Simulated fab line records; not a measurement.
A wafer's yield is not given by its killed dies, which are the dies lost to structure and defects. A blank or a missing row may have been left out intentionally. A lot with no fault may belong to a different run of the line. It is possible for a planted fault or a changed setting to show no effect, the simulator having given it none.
Comparing a struck lot with a sound one :: flow rit-cmos :: 20 out of 202 route steps
Sound: wafers L276.1, L276.2, L276.3. Struck: wafers L280.4, L280.5, L280.6. At the end, the cause is stated.
Each step with rows lists, per side, the tool, then ch with its chambers, then its first start. Under that, the readings that differ: sound wafers :: struck wafers :: difference of the means :: sigmas: that difference in standard deviations of wafers without a fault.
alike: readings whose means differ by less than 2 such deviations, and words and numbers that are the same on both sides. not compared: withheld readings, readings that some wafer has no value for, bounds like >300 that may hide the same value, and numbers for which the record gives no deviation and whose values overlap.
Wherever a step has rows on one side only, a row that says differs or no value, or a row with sigmas, the two part there. Numbers that have no deviation but don't overlap get no sigmas and don't part them. A reading missing from all wafers of one side parts the sides only when that side holds two or more wafers.

RIT_SDANNEAL_RS_MEAS_06: measures by four-point-probe.
  sound on film-metro-04 at day 6 13:35; struck on film-metro-04 at day 7 04:39
  alike: PLDD_RS
RIT_SDANNEAL_RS_MEAS_07: measures by four-point-probe.
  sound on film-metro-04 at day 6 13:42; struck on film-metro-04 at day 7 04:46
  alike: NLDD_RS
then, 1 step without rows for these wafers: RIT_SILICIDE_WET_ETCH_00 (etches SiO2 in BOE, target depth 14 nm, time 15 s).
RIT_SILICIDE_SPUTTER_01: material Ti, target thk 30 nm, time 240 s.
  sound on pvd-sputter-01 at day 6 13:50; struck on pvd-sputter-01 at day 7 04:51
  alike: throttle-valve-pct
RIT_SILICIDE_RS_MEAS_02: measures by four-point-probe.
  sound on film-metro-04 at day 6 13:59; struck on film-metro-01 at day 7 05:04
  alike: SILICIDE_TI_RS
RIT_SILICIDE_THK_MEAS_03: measures by xrf.
  sound on film-metro-04 at day 6 14:07; struck on film-metro-01 at day 7 05:09
  alike: SILICIDE_TI_THK
RIT_SILICIDE_RTA_04: time 10 s, ramp up 5 s, ramp down 5 s.
  sound on rtp-anneal-02 ch 0, day 6 14:10; struck on rtp-anneal-01 ch 0, day 7 05:13
  alike: chamber-o2-ppm, wafer_temp_C_max
then, 1 step without rows for these wafers: RIT_SILICIDE_WET_ETCH_05 (etches Ti in SPM, time 120 s).
RIT_SILICIDE_RTA_06: time 10 s, ramp up 5 s, ramp down 10 s.
  sound on rtp-anneal-01 ch 0, day 6 14:17; struck on rtp-anneal-01 ch 0, day 7 05:19
  alike: chamber-o2-ppm, wafer_temp_C_max
RIT_CONTACT_CVD_00: deposits SiO2 from TEOS, target thk 400 nm, time 61 s.
  sound on pecvd-03 ch 0,1,2, day 6 14:21; struck on pecvd-02 ch 0,1,2, day 7 05:23
  alike: heater-power-w
RIT_CONTACT_THK_MEAS_01:
  sound on film-metro-03 at day 6 14:24; struck on film-metro-03 at day 7 05:26
  alike: CONTACT_TEOS_THK
then, 1 step without rows for these wafers: RIT_CONTACT_HMDS_02 (prime time 60 s).
RIT_CONTACT_COAT_03: resist thk 1000 nm.
  sound on litho-track-03 ch 0, day 6 14:45; struck on litho-track-03, day 7 05:41
  no value came back on the struck wafers for chill-plate-temp-C (C), dispense-pressure-kPa (kPa); on the sound wafers chill-plate-temp-C (C) reads 22.82 22.80 22.91
then, 4 steps without rows for these wafers: RIT_CONTACT_SOFTBAKE_04 (time 60 s); RIT_CONTACT_EXPOSE_05 (exposes mask M11, target cd 1000 nm); RIT_CONTACT_PEB_06; RIT_CONTACT_DEVELOP_07 (develop time 120 s).
RIT_CONTACT_CD_MEAS_08: target cd 1000 nm.
  sound on cd-sem-02 at day 6 15:34; struck on cd-sem-01 at day 7 06:37
reading: cd-nm (nm)
sound: 999.9 999.4 1002.5
struck: - - -
difference: no value on the struck wafers
sigmas: 
RIT_CONTACT_OVL_MEAS_09:
  sound on overlay-01 at day 6 15:41; struck on overlay-02 at day 7 06:42
reading: CONTACT_OVL (nm)
sound: 0.1 0.0 -1.6
struck: - - -
difference: no value on the struck wafers
sigmas: 
RIT_M1_PROBE_99:
  sound on prober-01 at day 6 21:08; struck on prober-01 at day 7 11:59
reading: killed-at-contacts
sound: 0 0 0
struck: 260 259 258
difference: +259
sigmas: +99 or more

reading: killed-dies
sound: 3 6 0
struck: 264 264 264
difference: +261
sigmas: +90

reading: killed-on-rim
sound: 2 3 0
struck: 70 70 70
difference: +68
sigmas: +49
  alike: killed-at-front-end, killed-open, killed-short

== WHERE THEY PART ==
Last at RIT_M1_PROBE_99 as far as this record goes, first at RIT_CONTACT_COAT_03.

WHY: whatever the simulator had introduced
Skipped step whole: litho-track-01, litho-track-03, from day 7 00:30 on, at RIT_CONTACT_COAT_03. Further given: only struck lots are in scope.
